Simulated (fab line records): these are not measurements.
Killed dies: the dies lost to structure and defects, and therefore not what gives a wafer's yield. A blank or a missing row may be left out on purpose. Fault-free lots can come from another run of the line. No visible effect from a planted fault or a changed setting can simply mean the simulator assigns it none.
What tool caused it? || flow berkeley cmos170 || Sampling: 14 lots, 42 wafers, 4 of 331 route steps

## WHAT THE GAUGES READ, wafer by wafer
UCB170_M2_OVL_MEAS_16. Usual: for M2_OVL the level is 1 nm and the standard deviation is 5.9.
{"lot": "L207", "measured": "day 8 19:16", "on": "overlay-02", "M2_OVL (nm)": "2 -4 1", "flag": ""}
{"lot": "L210", "measured": "day 9 07:41", "on": "overlay-02", "M2_OVL (nm)": "5 3 0", "flag": ""}
{"lot": "L209", "measured": "day 9 08:18", "on": "overlay-02", "M2_OVL (nm)": "-2 1 -2", "flag": ""}
{"lot": "L211", "measured": "day 9 07:56", "on": "overlay-01", "M2_OVL (nm)": "7 -1 0", "flag": ""}
{"lot": "L212", "measured": "day 9 19:22", "on": "overlay-02", "M2_OVL (nm)": "9 -5 0", "flag": ""}
{"lot": "L214", "measured": "day 9 19:04", "on": "overlay-02", "M2_OVL (nm)": "2 5 -8", "flag": ""}
{"lot": "L215", "measured": "day 10 09:48", "on": "overlay-01", "M2_OVL (nm)": "2 12 7", "flag": ""}
{"lot": "L217", "measured": "day 11 05:00", "on": "overlay-02", "M2_OVL (nm)": "6 7 5", "flag": ""}
{"lot": "L216", "measured": "day 11 06:10", "on": "overlay-02", "M2_OVL (nm)": "4 11 6", "flag": ""}
{"lot": "L220", "measured": "day 11 05:38", "on": "overlay-01", "M2_OVL (nm)": "4 -1 6", "flag": ""}
{"lot": "L221", "measured": "day 12 00:49", "on": "overlay-01", "M2_OVL (nm)": "2 -3 -3", "flag": ""}
{"lot": "L223", "measured": "day 12 02:16", "on": "overlay-01", "M2_OVL (nm)": "9 4 9", "flag": ""}
{"lot": "L222", "measured": "day 12 02:36", "on": "overlay-02", "M2_OVL (nm)": "8 7 2", "flag": ""}
{"lot": "L225", "measured": "day 12 11:28", "on": "overlay-01", "M2_OVL (nm)": "-8 -4 0", "flag": ""}

## WHICH TOOL RAN EACH LOT (tool, then ch and the chambers of the sampled wafers, then the start)
{"lot": "L207", "UCB170_NLDD_STRIP_10": "plasma asher-03 ch 0,1, day 7 06:19", "UCB170_PSD_STRIP_09": "plasma asher-01 ch 0,1, day 7 16:58", "UCB170_CONTACT_ETCH_17": "rie diel-04 ch 1,2,3, day 8 04:48"}
{"lot": "L210", "UCB170_NLDD_STRIP_10": "plasma asher-02 ch 0,1, day 8 03:06", "UCB170_PSD_STRIP_09": "plasma asher-03 ch 0,1, day 8 09:50", "UCB170_CONTACT_ETCH_17": "rie diel-04 ch 0,1,2, day 8 17:40"}
{"lot": "L209", "UCB170_NLDD_STRIP_10": "plasma asher-04 ch 0,1, day 8 03:11", "UCB170_PSD_STRIP_09": "plasma asher-04 ch 0,1, day 8 10:07", "UCB170_CONTACT_ETCH_17": "rie diel-02 ch 0,1,2, day 8 21:21"}
{"lot": "L211", "UCB170_NLDD_STRIP_10": "plasma asher-03 ch 0,1, day 8 03:22", "UCB170_PSD_STRIP_09": "plasma asher-01 ch 0,1, day 8 09:55", "UCB170_CONTACT_ETCH_17": "rie diel-02 ch 0,2,3, day 8 18:44"}
{"lot": "L212", "UCB170_NLDD_STRIP_10": "plasma asher-02 ch 0,1, day 8 10:27", "UCB170_PSD_STRIP_09": "plasma asher-01 ch 0,1, day 8 19:11", "UCB170_CONTACT_ETCH_17": "rie diel-03 ch 1,2,3, day 9 07:39"}
{"lot": "L214", "UCB170_NLDD_STRIP_10": "plasma asher-03 ch 0,1, day 8 10:41", "UCB170_PSD_STRIP_09": "plasma asher-04 ch 0,1, day 8 18:43", "UCB170_CONTACT_ETCH_17": "rie diel-04 ch 0,1,2, day 9 06:49"}
{"lot": "L215", "UCB170_NLDD_STRIP_10": "plasma asher-02 ch 1, day 9 03:46", "UCB170_PSD_STRIP_09": "plasma asher-03 ch 0,1, day 9 10:53", "UCB170_CONTACT_ETCH_17": "rie diel-04 ch 0,2,3, day 9 22:05"}
{"lot": "L217", "UCB170_NLDD_STRIP_10": "plasma asher-03 ch 0,1, day 9 19:07", "UCB170_PSD_STRIP_09": "plasma asher-03 ch 0,1, day 10 02:33", "UCB170_CONTACT_ETCH_17": "rie diel-03 ch 0,1,2, day 10 16:50"}
{"lot": "L216", "UCB170_NLDD_STRIP_10": "plasma asher-02 ch 0,1, day 9 19:11", "UCB170_PSD_STRIP_09": "plasma asher-01 ch 1, day 10 02:40", "UCB170_CONTACT_ETCH_17": "rie diel-02 ch 1,2,3, day 10 16:55"}
{"lot": "L220", "UCB170_NLDD_STRIP_10": "plasma asher-03 ch 0,1, day 9 22:01", "UCB170_PSD_STRIP_09": "plasma asher-04 ch 0, day 10 02:19", "UCB170_CONTACT_ETCH_17": "rie diel-04 ch 0,1,2, day 10 17:02"}
{"lot": "L221", "UCB170_NLDD_STRIP_10": "plasma asher-02 ch 0,1, day 10 16:08", "UCB170_PSD_STRIP_09": "plasma asher-04 ch 0,1, day 11 03:01", "UCB170_CONTACT_ETCH_17": "rie diel-04 ch 0,1,2, day 11 14:46"}
{"lot": "L223", "UCB170_NLDD_STRIP_10": "plasma asher-03 ch 0,1, day 10 16:11", "UCB170_PSD_STRIP_09": "plasma asher-01 ch 0,1, day 11 03:19", "UCB170_CONTACT_ETCH_17": "rie diel-04 ch 0,2,3, day 11 15:10"}
{"lot": "L222", "UCB170_NLDD_STRIP_10": "plasma asher-04 ch 0,1, day 10 16:16", "UCB170_PSD_STRIP_09": "plasma asher-03 ch 0,1, day 11 02:53", "UCB170_CONTACT_ETCH_17": "rie diel-03 ch 2,3, day 11 15:19"}
{"lot": "L225", "UCB170_NLDD_STRIP_10": "plasma asher-02 ch 0,1, day 11 12:48", "UCB170_PSD_STRIP_09": "plasma asher-04 ch 0,1, day 11 18:20", "UCB170_CONTACT_ETCH_17": "rie diel-04 ch 1,2,3, day 12 03:14"}
- UCB170_NLDD_STRIP_10: strips in O2.
- UCB170_PSD_STRIP_09: strips in O2.
- UCB170_CONTACT_ETCH_17: etches BARC in N2/H2.

## WHAT THE TOOLS THEMSELVES READ (means of the sampled wafers that have a number; where no wafer has one, the mark that the record gives instead)
UCB170_NLDD_STRIP_10. Usual: drypump motor current A 5.5 A, standard deviation 0.74; oes product au 0.734 a.u., standard deviation 0.0046; strip time to endpoint s 21.61 s, standard deviation 0.064.
{"lot": "L207", "tool": "plasma asher-03", "drypump motor current A (A)": 4.7, "oes product au (a.u.)": 0.733, "strip time to endpoint s (s)": 21.57, "flag": ""}
{"lot": "L210", "tool": "plasma asher-02", "drypump motor current A (A)": 6.4, "oes product au (a.u.)": 0.735, "strip time to endpoint s (s)": 21.61, "flag": ""}
{"lot": "L209", "tool": "plasma asher-04", "drypump motor current A (A)": 5.1, "oes product au (a.u.)": 0.732, "strip time to endpoint s (s)": 21.54, "flag": ""}
{"lot": "L211", "tool": "plasma asher-03", "drypump motor current A (A)": 4.8, "oes product au (a.u.)": 0.733, "strip time to endpoint s (s)": 21.51, "flag": ""}
{"lot": "L212", "tool": "plasma asher-02", "drypump motor current A (A)": 6.1, "oes product au (a.u.)": 0.736, "strip time to endpoint s (s)": 21.59, "flag": ""}
{"lot": "L214", "tool": "plasma asher-03", "drypump motor current A (A)": 4.8, "oes product au (a.u.)": 0.736, "strip time to endpoint s (s)": 21.53, "flag": ""}
{"lot": "L215", "tool": "plasma asher-02", "drypump motor current A (A)": 5.8, "oes product au (a.u.)": 0.738, "strip time to endpoint s (s)": 21.67, "flag": ""}
{"lot": "L217", "tool": "plasma asher-03", "drypump motor current A (A)": 4.8, "oes product au (a.u.)": 0.733, "strip time to endpoint s (s)": 21.56, "flag": ""}
{"lot": "L216", "tool": "plasma asher-02", "drypump motor current A (A)": 6.1, "oes product au (a.u.)": 0.734, "strip time to endpoint s (s)": 21.58, "flag": ""}
{"lot": "L220", "tool": "plasma asher-03", "drypump motor current A (A)": 4.8, "oes product au (a.u.)": 0.733, "strip time to endpoint s (s)": 21.60, "flag": ""}
{"lot": "L221", "tool": "plasma asher-02", "drypump motor current A (A)": 6.4, "oes product au (a.u.)": 0.739, "strip time to endpoint s (s)": 21.59, "flag": ""}
{"lot": "L223", "tool": "plasma asher-03", "drypump motor current A (A)": 4.8, "oes product au (a.u.)": 0.732, "strip time to endpoint s (s)": 21.61, "flag": ""}
{"lot": "L222", "tool": "plasma asher-04", "drypump motor current A (A)": 5.1, "oes product au (a.u.)": 0.735, "strip time to endpoint s (s)": 21.54, "flag": ""}
{"lot": "L225", "tool": "plasma asher-02", "drypump motor current A (A)": 6.1, "oes product au (a.u.)": 0.737, "strip time to endpoint s (s)": 21.51, "flag": ""}

UCB170_PSD_STRIP_09. Usual: drypump motor current A 5.4 A, standard deviation 0.55; oes product au 0.600 a.u., standard deviation 0.0048; strip time to endpoint s 29.36 s, standard deviation 0.072.
{"lot": "L207", "tool": "plasma asher-01", "drypump motor current A (A)": 6.1, "oes product au (a.u.)": 0.600, "strip time to endpoint s (s)": 29.33, "flag": ""}
{"lot": "L210", "tool": "plasma asher-03", "drypump motor current A (A)": 4.8, "oes product au (a.u.)": 0.592, "strip time to endpoint s (s)": 29.44, "flag": ""}
{"lot": "L209", "tool": "plasma asher-04", "drypump motor current A (A)": 5.1, "oes product au (a.u.)": 0.603, "strip time to endpoint s (s)": 29.45, "flag": ""}
{"lot": "L211", "tool": "plasma asher-01", "drypump motor current A (A)": 6.1, "oes product au (a.u.)": 0.599, "strip time to endpoint s (s)": 29.46, "flag": ""}
{"lot": "L212", "tool": "plasma asher-01", "drypump motor current A (A)": 6.1, "oes product au (a.u.)": 0.601, "strip time to endpoint s (s)": 29.36, "flag": ""}
{"lot": "L214", "tool": "plasma asher-04", "drypump motor current A (A)": 5.1, "oes product au (a.u.)": 0.596, "strip time to endpoint s (s)": 29.21, "flag": ""}
{"lot": "L215", "tool": "plasma asher-03", "drypump motor current A (A)": 4.8, "oes product au (a.u.)": 0.602, "strip time to endpoint s (s)": 29.43, "flag": ""}
{"lot": "L217", "tool": "plasma asher-03", "drypump motor current A (A)": 4.8, "oes product au (a.u.)": 0.600, "strip time to endpoint s (s)": 29.32, "flag": ""}
{"lot": "L216", "tool": "plasma asher-01", "drypump motor current A (A)": 6.0, "oes product au (a.u.)": 0.598, "strip time to endpoint s (s)": 29.37, "flag": ""}
{"lot": "L220", "tool": "plasma asher-04", "drypump motor current A (A)": 5.1, "oes product au (a.u.)": 0.601, "strip time to endpoint s (s)": 29.37, "flag": ""}
{"lot": "L221", "tool": "plasma asher-04", "drypump motor current A (A)": 5.1, "oes product au (a.u.)": 0.599, "strip time to endpoint s (s)": 29.33, "flag": ""}
{"lot": "L223", "tool": "plasma asher-01", "drypump motor current A (A)": 6.1, "oes product au (a.u.)": 0.597, "strip time to endpoint s (s)": 29.37, "flag": ""}
{"lot": "L222", "tool": "plasma asher-03", "drypump motor current A (A)": 4.8, "oes product au (a.u.)": 0.595, "strip time to endpoint s (s)": 29.40, "flag": ""}
{"lot": "L225", "tool": "plasma asher-04", "drypump motor current A (A)": 5.2, "oes product au (a.u.)": 0.602, "strip time to endpoint s (s)": 29.34, "flag": ""}

UCB170_CONTACT_ETCH_17. Usual: drypump motor current A 5.7 A, standard deviation 0.47; h2 flow sccm 200.0 sccm, standard deviation 0.58; oes product au 0.996 a.u., standard deviation 0.021; throttle valve pct 13.26 %, standard deviation 0.1.
{"lot": "L207", "tool": "rie diel-04", "drypump motor current A (A)": 5.9, "h2 flow sccm (sccm)": 199.8, "oes product au (a.u.)": 0.989, "throttle valve pct (%)": 13.27, "flag": ""}
{"lot": "L210", "tool": "rie diel-04", "drypump motor current A (A)": 5.8, "h2 flow sccm (sccm)": 199.6, "oes product au (a.u.)": 0.996, "throttle valve pct (%)": 13.17, "flag": ""}
{"lot": "L209", "tool": "rie diel-02", "drypump motor current A (A)": 5.2, "h2 flow sccm (sccm)": 199.7, "oes product au (a.u.)": 1.008, "throttle valve pct (%)": 13.29, "flag": ""}
{"lot": "L211", "tool": "rie diel-02", "drypump motor current A (A)": 5.2, "h2 flow sccm (sccm)": 200.0, "oes product au (a.u.)": 1.010, "throttle valve pct (%)": 13.21, "flag": ""}
{"lot": "L212", "tool": "rie diel-03", "drypump motor current A (A)": 6.0, "h2 flow sccm (sccm)": 200.1, "oes product au (a.u.)": 1.010, "throttle valve pct (%)": 13.31, "flag": ""}
{"lot": "L214", "tool": "rie diel-04", "drypump motor current A (A)": 5.8, "h2 flow sccm (sccm)": 200.6, "oes product au (a.u.)": 0.999, "throttle valve pct (%)": 13.18, "flag": ""}
{"lot": "L215", "tool": "rie diel-04", "drypump motor current A (A)": 5.5, "h2 flow sccm (sccm)": 200.1, "oes product au (a.u.)": 0.980, "throttle valve pct (%)": 13.24, "flag": ""}
{"lot": "L217", "tool": "rie diel-03", "drypump motor current A (A)": 5.9, "h2 flow sccm (sccm)": 200.3, "oes product au (a.u.)": 0.991, "throttle valve pct (%)": 13.28, "flag": ""}
{"lot": "L216", "tool": "rie diel-02", "drypump motor current A (A)": 5.2, "h2 flow sccm (sccm)": 200.1, "oes product au (a.u.)": 1.007, "throttle valve pct (%)": 13.31, "flag": ""}
{"lot": "L220", "tool": "rie diel-04", "drypump motor current A (A)": 5.8, "h2 flow sccm (sccm)": 200.0, "oes product au (a.u.)": 0.989, "throttle valve pct (%)": 13.17, "flag": ""}
{"lot": "L221", "tool": "rie diel-04", "drypump motor current A (A)": 5.8, "h2 flow sccm (sccm)": 199.5, "oes product au (a.u.)": 0.990, "throttle valve pct (%)": 13.17, "flag": ""}
{"lot": "L223", "tool": "rie diel-04", "drypump motor current A (A)": 5.5, "h2 flow sccm (sccm)": 200.0, "oes product au (a.u.)": 0.910, "throttle valve pct (%)": 13.23, "flag": "OFF"}
{"lot": "L222", "tool": "rie diel-03", "drypump motor current A (A)": 6.2, "h2 flow sccm (sccm)": 200.0, "oes product au (a.u.)": 0.994, "throttle valve pct (%)": 13.29, "flag": ""}
{"lot": "L225", "tool": "rie diel-04", "drypump motor current A (A)": 5.9, "h2 flow sccm (sccm)": 199.9, "oes product au (a.u.)": 0.918, "throttle valve pct (%)": 13.25, "flag": "OFF"}

## THE ANSWER, worked out from the rows above alone
Rule: lot off if the mean of its wafers having a number is beyond 3 standard deviations from the usual mean. A lot without any number at a reading at which 4 lots or more have one is off too. Where the step has rows for the other lots, those lots are counted as sound. The gauges are gone through in route order, then the tools' own readings, and for those a lot's mean is taken as printed above. At the first step where some lot is off, the reading lying furthest off is the one used; lots without a number count as furthest.
Off: L223, L225 (UCB170_CONTACT_ETCH_17, oes product au).
A tool fits if, at that step or a process step before it, it ran every lot that is off, and no sound lot after the first of them. One candidate fits, namely rie diel-04 at UCB170_CONTACT_ETCH_17. A fault onset in the window from L221 (day 11 14:46, its last sound lot) to L223 (day 11 15:10, its first lot off) fits.
The tool's own readings at UCB170_CONTACT_ETCH_17 bear it out: on the lots that are off they differ by more than 5 times the standard deviation of the sound lots' means. oes product au reads 0.914 a.u. there against 0.997 a.u. on the sound lots.

## WHAT THE SIMULATOR PUT IN
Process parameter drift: rie diel-04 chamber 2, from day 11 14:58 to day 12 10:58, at UCB170_CONTACT_ETCH_17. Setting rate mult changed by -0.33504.
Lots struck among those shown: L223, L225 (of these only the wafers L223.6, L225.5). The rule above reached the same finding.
